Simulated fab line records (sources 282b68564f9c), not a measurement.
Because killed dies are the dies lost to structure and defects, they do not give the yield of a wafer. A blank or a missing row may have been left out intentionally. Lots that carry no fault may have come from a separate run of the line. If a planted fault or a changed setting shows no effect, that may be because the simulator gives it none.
Commonality check across tools || flow rit_cmos || 45 wafers sampled across 15 lots

== REASON FOR OPENING ==
3 of 15 lots carry a flag on the reading NSD_OVL at RIT_NSD_OVL_MEAS_06. Fault-free wafers read -1.2 nm, with a standard deviation of 1.2.
Rule: a lot gets a flag if all its wafers with a number sit over 4 standard deviations from that mean, or if no wafer of it has a number. As for the other lots, they are considered sound.

{"lot": "L503", "measured": "day 3 11:29", "on": "overlay-02", "NSD_OVL (nm), wafer by wafer": "-3.5 -3.9 -3.4", "flag": ""}
{"lot": "L504", "measured": "day 3 17:58", "on": "overlay-02", "NSD_OVL (nm), wafer by wafer": "-1.5 -0.8 -1.2", "flag": ""}
{"lot": "L505", "measured": "day 3 23:10", "on": "overlay-02", "NSD_OVL (nm), wafer by wafer": "-2.0 0.1 -2.6", "flag": ""}
{"lot": "L506", "measured": "day 4 02:22", "on": "overlay-02", "NSD_OVL (nm), wafer by wafer": "-0.8 0.0 0.3", "flag": ""}
{"lot": "L508", "measured": "day 4 10:44", "on": "overlay-02", "NSD_OVL (nm), wafer by wafer": "-1.3 -1.2 2.1", "flag": ""}
{"lot": "L509", "measured": "day 4 13:44", "on": "overlay-01", "NSD_OVL (nm), wafer by wafer": "-1.1 -2.6 -1.5", "flag": ""}
{"lot": "L510", "measured": "day 4 19:31", "on": "overlay-02", "NSD_OVL (nm), wafer by wafer": "-0.5 0.7 -0.8", "flag": ""}
{"lot": "L511", "measured": "day 5 02:07", "on": "overlay-01", "NSD_OVL (nm), wafer by wafer": "-0.6 -1.7 -0.5", "flag": ""}
{"lot": "L512", "measured": "day 5 07:25", "on": "overlay-02", "NSD_OVL (nm), wafer by wafer": "418.2 419.7 418.2", "flag": "FLAGGED"}
{"lot": "L514", "measured": "day 5 15:26", "on": "overlay-01", "NSD_OVL (nm), wafer by wafer": "416.5 417.2 417.7", "flag": "FLAGGED"}
{"lot": "L516", "measured": "day 5 22:44", "on": "overlay-02", "NSD_OVL (nm), wafer by wafer": "418.7 417.8 419.2", "flag": "FLAGGED"}
{"lot": "L517", "measured": "day 6 05:59", "on": "overlay-01", "NSD_OVL (nm), wafer by wafer": "-2.2 -0.6 -0.6", "flag": ""}
{"lot": "L520", "measured": "day 6 22:10", "on": "overlay-02", "NSD_OVL (nm), wafer by wafer": "-0.2 -0.4 1.2", "flag": ""}
{"lot": "L523", "measured": "day 7 11:59", "on": "overlay-01", "NSD_OVL (nm), wafer by wafer": "-2.6 -1.2 -1.2", "flag": ""}
{"lot": "L524", "measured": "day 7 15:43", "on": "overlay-01", "NSD_OVL (nm), wafer by wafer": "-1.0 -3.2 -0.5", "flag": ""}
The numbers of the flagged lots are 418.1 nm on average: +419.3 nm against the usual, or +99 or more standard deviations.

== EACH LOT AND THE TOOL IT RAN ON ==
The record holds 1 process step before the reading, out of a route of 202 steps. Every cell lists first the tool, next ch and the chambers used by the sampled wafers, and last the start.
{"lot": "L503", "flag": "", "RIT_NSD_EXPOSE_03": "iline_stepper-02 ch 0, day 3 11:07"}
{"lot": "L504", "flag": "", "RIT_NSD_EXPOSE_03": "iline_stepper-01 ch 0, day 3 17:34"}
{"lot": "L505", "flag": "", "RIT_NSD_EXPOSE_03": "iline_stepper-02 ch 0, day 3 22:46"}
{"lot": "L506", "flag": "", "RIT_NSD_EXPOSE_03": "iline_stepper-01 ch 0, day 4 01:59"}
{"lot": "L508", "flag": "", "RIT_NSD_EXPOSE_03": "iline_stepper-01 ch 0, day 4 10:20"}
{"lot": "L509", "flag": "", "RIT_NSD_EXPOSE_03": "iline_stepper-02 ch 0, day 4 13:20"}
{"lot": "L510", "flag": "", "RIT_NSD_EXPOSE_03": "iline_stepper-02 ch 0, day 4 19:07"}
{"lot": "L511", "flag": "", "RIT_NSD_EXPOSE_03": "iline_stepper-02 ch 0, day 5 01:43"}
{"lot": "L512", "flag": "FLAGGED", "RIT_NSD_EXPOSE_03": "iline_stepper-01 ch 0, day 5 07:01"}
{"lot": "L514", "flag": "FLAGGED", "RIT_NSD_EXPOSE_03": "iline_stepper-01 ch 0, day 5 15:02"}
{"lot": "L516", "flag": "FLAGGED", "RIT_NSD_EXPOSE_03": "iline_stepper-01 ch 0, day 5 22:21"}
{"lot": "L517", "flag": "", "RIT_NSD_EXPOSE_03": "iline_stepper-02 ch 0, day 6 05:37"}
{"lot": "L520", "flag": "", "RIT_NSD_EXPOSE_03": "iline_stepper-02 ch 0, day 6 21:46"}
{"lot": "L523", "flag": "", "RIT_NSD_EXPOSE_03": "iline_stepper-02 ch 0, day 7 11:32"}
{"lot": "L524", "flag": "", "RIT_NSD_EXPOSE_03": "iline_stepper-02 ch 0, day 7 15:19"}
What the steps here do:
- RIT_NSD_EXPOSE_03: exposes mask M9, target cd 40700 nm.
- RIT_NSD_OVL_MEAS_06

== FLAGGED AGAINST TOTAL, ONE TOOL AT A TIME (gauges that did the reading follow at the end) ==
{"step": "RIT_NSD_EXPOSE_03", "tool": "iline_stepper-01", "lots run": 6, "flagged": 3, "share of the flagged lots": "all", "sound lots run after its first flagged lot": 0}
{"step": "RIT_NSD_EXPOSE_03", "tool": "iline_stepper-02", "lots run": 9, "flagged": 0, "share of the flagged lots": "none", "sound lots run after its first flagged lot": "-"}
{"step": "RIT_NSD_OVL_MEAS_06", "tool": "overlay-01", "lots run": 6, "flagged": 1, "share of the flagged lots": "some", "sound lots run after its first flagged lot": "3 (L517,L523,L524)"}
{"step": "RIT_NSD_OVL_MEAS_06", "tool": "overlay-02", "lots run": 9, "flagged": 2, "share of the flagged lots": "some", "sound lots run after its first flagged lot": "1 (L520)"}

== THE TABLE: WHAT IT ALLOWS ==
Rows of the table that ran each flagged lot: 1, that is iline_stepper-01 at RIT_NSD_EXPOSE_03.
- iline_stepper-01 at RIT_NSD_EXPOSE_03 ran 6 lots, 3 of them flagged. Last sound lot L508 at day 4 10:20, first flagged lot L512 at day 5 07:01; a fault beginning in between fits.
Left over: one tool, iline_stepper-01 at RIT_NSD_EXPOSE_03.

== WHAT HAD BEEN PUT IN BY THE SIMULATOR ==
Scanner matching overlay: iline_stepper-01, from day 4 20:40 on, at RIT_NSD_EXPOSE_03. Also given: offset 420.
Shown lots that were struck: L512, L514, L516. Same finding as the rule above.
